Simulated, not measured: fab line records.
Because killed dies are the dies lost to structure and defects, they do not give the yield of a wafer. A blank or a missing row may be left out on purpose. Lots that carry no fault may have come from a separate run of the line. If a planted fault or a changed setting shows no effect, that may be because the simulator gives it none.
What tool caused it? + flow rit cmos + Sampling: 6 lots, 18 wafers, 2 of 202 route steps

## WHAT EACH GAUGE READ, for each wafer
RIT_PSD_OVL_MEAS_06.
| lot  | measured    | on         | PSD_OVL (nm)   |
|------|-------------|------------|----------------|
| L862 | day 3 19:04 | overlay-02 | -0.6 0.5 0.3   |
| L864 | day 4 14:11 | overlay-02 | -0.9 -0.1 0.3  |
| L866 | day 4 17:41 | overlay-01 | -1.1 -0.8 0.6  |
| L869 | day 5 09:46 | overlay-01 | -1.9 -1.8 -0.8 |
| L873 | day 6 03:19 | overlay-02 | -2.1 -0.6 -2.2 |
| L877 | day 7 00:58 | overlay-01 | 0.1 -1.6 -1.0  |

## TOOL THAT RAN EACH LOT (tool first, then ch and the chambers of the sampled wafers, then the start)
| lot  | RIT_PSD_EXPOSE_03                  |
|------|------------------------------------|
| L862 | iline stepper-01 ch 0, day 3 18:40 |
| L864 | iline stepper-01 ch 0, day 4 13:36 |
| L866 | iline stepper-02 ch 0, day 4 17:18 |
| L869 | iline stepper-01 ch 0, day 5 09:22 |
| L873 | iline stepper-01 ch 0, day 6 02:55 |
| L877 | iline stepper-01 ch 0, day 7 00:34 |
- RIT_PSD_EXPOSE_03: exposes mask M10, target cd 40900 nm.

## THE ANSWER, worked out from the rows above alone
Rule: usual is defined by the lots themselves. Put in order of their means at a reading, lots are off if they are a third of the lots or fewer, leave a main group of 4 or more, and stand apart from it by a gap of 3 or more times the standard deviation of the main group's means; of several such gaps the widest counts. If all means in a main group match to the digits the tables above print for the reading, that group is not used. Also off: a lot with no number at a reading for which 4 or more lots have one. All remaining lots with rows at the step are treated as sound.
No lot is off on any of the readings shown, so nothing can be concluded from this.

## WHAT THE SIMULATOR PUT IN
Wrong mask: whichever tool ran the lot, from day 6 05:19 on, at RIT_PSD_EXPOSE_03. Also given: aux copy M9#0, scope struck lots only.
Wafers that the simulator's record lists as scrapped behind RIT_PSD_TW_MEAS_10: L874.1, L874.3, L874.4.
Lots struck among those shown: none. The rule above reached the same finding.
